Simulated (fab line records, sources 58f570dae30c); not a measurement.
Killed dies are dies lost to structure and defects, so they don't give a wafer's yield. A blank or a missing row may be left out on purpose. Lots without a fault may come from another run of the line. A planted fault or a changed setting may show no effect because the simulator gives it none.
Which tool did it? | flow berkeley_cmos170 | 14 lots, 41 wafers sampled, at 4 steps of a route of 331

WHAT THE GAUGES READ, wafer by wafer
UCB170_V2_BOW_MEAS_03. Usual: V2_BOW 34 um, standard deviation 7.1.
lot  | measured     | on            | V2_BOW (um) | flag
L551 | day 7 23:06  | film_metro-03 | 37 37 23    |
L554 | day 8 09:23  | film_metro-03 | 26 37 35    |
L553 | day 8 20:05  | film_metro-02 | 29 34 38    |
L559 | day 9 16:22  | film_metro-01 | 24 37       |
L563 | day 10 02:34 | film_metro-02 | 35 47 31    |
L562 | day 10 03:01 | film_metro-01 | 35 31 34    |
L561 | day 10 03:16 | film_metro-02 | 36 36 46    |
L564 | day 10 12:26 | film_metro-01 | 39 43 36    |
L566 | day 10 14:26 | film_metro-02 | 41 53 44    |
L565 | day 10 15:02 | film_metro-02 | 41 41 31    |
L568 | day 11 03:13 | film_metro-03 | 32 31 33    |
L569 | day 11 15:35 | film_metro-03 | 38 45 34    |
L573 | day 12 16:14 | film_metro-02 | 48 37 37    |
L572 | day 12 16:47 | film_metro-01 | 26 33 25    |

UCB170_M3_THK_MEAS_03: measures by xrf. Usual: M3_AL_THK 896 nm, standard deviation 11.
lot  | measured     | on            | M3_AL_THK (nm) | flag
L551 | day 8 01:21  | film_metro-01 | 883 874 876    |
L554 | day 8 11:24  | film_metro-04 | 904 893 901    |
L553 | day 8 22:44  | film_metro-01 | 892 893 906    |
L559 | day 9 18:49  | film_metro-04 | 890 917        |
L563 | day 10 04:37 | film_metro-01 | 907 892 905    |
L562 | day 10 05:36 | film_metro-04 | 887 901 903    |
L561 | day 10 05:59 | film_metro-03 | 908 896 892    |
L564 | day 10 14:51 | film_metro-04 | 899 886 891    |
L566 | day 10 17:22 | film_metro-03 | 899 893 890    |
L565 | day 10 17:38 | film_metro-03 | 890 892 894    |
L568 | day 11 05:46 | film_metro-04 | 915 910 907    |
L569 | day 11 18:32 | film_metro-01 | 888 880 895    |
L573 | day 12 18:26 | film_metro-03 | 903 912 910    |
L572 | day 12 20:26 | film_metro-01 | 918 912 911    |

UCB170_M3_BOW_MEAS_20. Usual: M3_BOW 33 um, standard deviation 7.
lot  | measured     | on            | M3_BOW (um) | flag
L551 | day 8 04:11  | film_metro-01 | 34 36 22    |
L554 | day 8 15:05  | film_metro-04 | 27 38 35    |
L553 | day 9 01:19  | film_metro-03 | 29 32 35    |
L559 | day 9 21:50  | film_metro-04 | 26 38       |
L563 | day 10 07:43 | film_metro-03 | 32 45 28    |
L562 | day 10 08:43 | film_metro-04 | 36 32 35    |
L561 | day 10 09:10 | film_metro-03 | 35 34 44    |
L564 | day 10 17:58 | film_metro-04 | 41 45 36    |
L566 | day 10 20:21 | film_metro-01 | 39 50 41    |
L565 | day 10 20:34 | film_metro-01 | 39 38 27    |
L568 | day 11 08:28 | film_metro-01 | 30 29 32    |
L569 | day 11 21:26 | film_metro-01 | 37 43 31    |
L573 | day 12 22:54 | film_metro-03 | 45 34 34    |
L572 | day 12 23:37 | film_metro-01 | 23 32 24    |

WHICH TOOL RAN EACH LOT (tool, then ch and the chambers of the sampled wafers, then the start)
lot  | UCB170_M3_METAL_ETCH_18
L551 | rie_metal-04 ch 0,1, day 8 03:45
L554 | rie_metal-01 ch 0, day 8 14:41
L553 | rie_metal-04 ch 0,1, day 9 00:55
L559 | rie_metal-01 ch 0,1, day 9 21:28
L563 | rie_metal-02 ch 0,1, day 10 07:19
L562 | rie_metal-04 ch 0,1, day 10 08:17
L561 | rie_metal-01 ch 0,1, day 10 08:46
L564 | rie_metal-04 ch 0,1, day 10 17:34
L566 | rie_metal-02 ch 0,1, day 10 19:57
L565 | rie_metal-04 ch 0,1, day 10 20:07
L568 | rie_metal-02 ch 0,1, day 11 08:02
L569 | rie_metal-04 ch 0,1, day 11 21:02
L573 | rie_metal-02 ch 1, day 12 22:17
L572 | rie_metal-01 ch 0,1, day 12 23:12
- UCB170_M3_METAL_ETCH_18: etches Al in Cl2/BCl3, stops on SiO2, target depth 1170 nm, time 195 s.

WHAT THE TOOLS THEMSELVES READ (means of the sampled wafers that have a number; where no wafer has one, the mark that the record gives instead)
UCB170_M3_METAL_ETCH_18. Usual: bcl3_flow_sccm 45.00 sccm, standard deviation 0.14; drypump_motor_current_A 5.5 A, standard deviation 0.37; oes_product_au 0.855 a.u., standard deviation 0.011; rf_fwd_power_W 597.3 W, standard deviation 2; throttle_valve_pct 24.32 %, standard deviation 0.2.
lot  | tool         | bcl3_flow_sccm (sccm) | drypump_motor_current_A (A) | oes_product_au (a.u.) | rf_fwd_power_W (W) | throttle_valve_pct (%) | flag
L551 | rie_metal-04 | 45.01                 | 5.8                         | 0.855                 | 597.7              | 24.39                  |
L554 | rie_metal-01 | 45.08                 | 5.6                         | 0.858                 | 595.1              | 24.17                  |
L553 | rie_metal-04 | 45.08                 | 5.8                         | 0.864                 | 597.0              | 24.38                  |
L559 | rie_metal-01 | 45.03                 | 5.3                         | 0.863                 | 596.8              | 24.09                  |
L563 | rie_metal-02 | 44.96                 | 5.3                         | 0.853                 | 598.6              | 24.52                  |
L562 | rie_metal-04 | 45.00                 | 5.8                         | 0.856                 | 594.9              | 24.39                  |
L561 | rie_metal-01 | 44.76                 | 5.2                         | 0.858                 | 598.9              | 24.06                  |
L564 | rie_metal-04 | 45.01                 | 5.6                         | 0.858                 | 595.9              | 24.36                  |
L566 | rie_metal-02 | 44.94                 | 5.3                         | 0.849                 | 597.8              | 24.52                  |
L565 | rie_metal-04 | 44.96                 | 5.8                         | 0.858                 | 598.2              | 24.38                  |
L568 | rie_metal-02 | 44.87                 | 5.3                         | 0.855                 | 596.3              | 24.53                  |
L569 | rie_metal-04 | 44.97                 | 5.8                         | 0.855                 | 594.6              | 24.43                  |
L573 | rie_metal-02 | 44.99                 | 5.1                         | 0.856                 | 597.6              | 24.48                  |
L572 | rie_metal-01 | 44.98                 | 5.4                         | 0.867                 | 596.9              | 24.10                  |

THE ANSWER, worked out from the rows above alone
Rule: a lot is off if the mean of its wafers that have a number lies more than 3 standard deviations from the usual mean. A lot without any number at a reading at which 4 lots or more have one is off too. The other lots that the step has rows for count as sound. The gauges are gone through in route order, then the tools' own readings, and for those a lot's mean is taken as printed above. The first step at which some lot is off is used, and at that step the reading that is off furthest; a lot without a number counts as furthest.
No lot is off at any reading shown: from this, nothing can be told.

WHAT THE SIMULATOR HAD PUT IN
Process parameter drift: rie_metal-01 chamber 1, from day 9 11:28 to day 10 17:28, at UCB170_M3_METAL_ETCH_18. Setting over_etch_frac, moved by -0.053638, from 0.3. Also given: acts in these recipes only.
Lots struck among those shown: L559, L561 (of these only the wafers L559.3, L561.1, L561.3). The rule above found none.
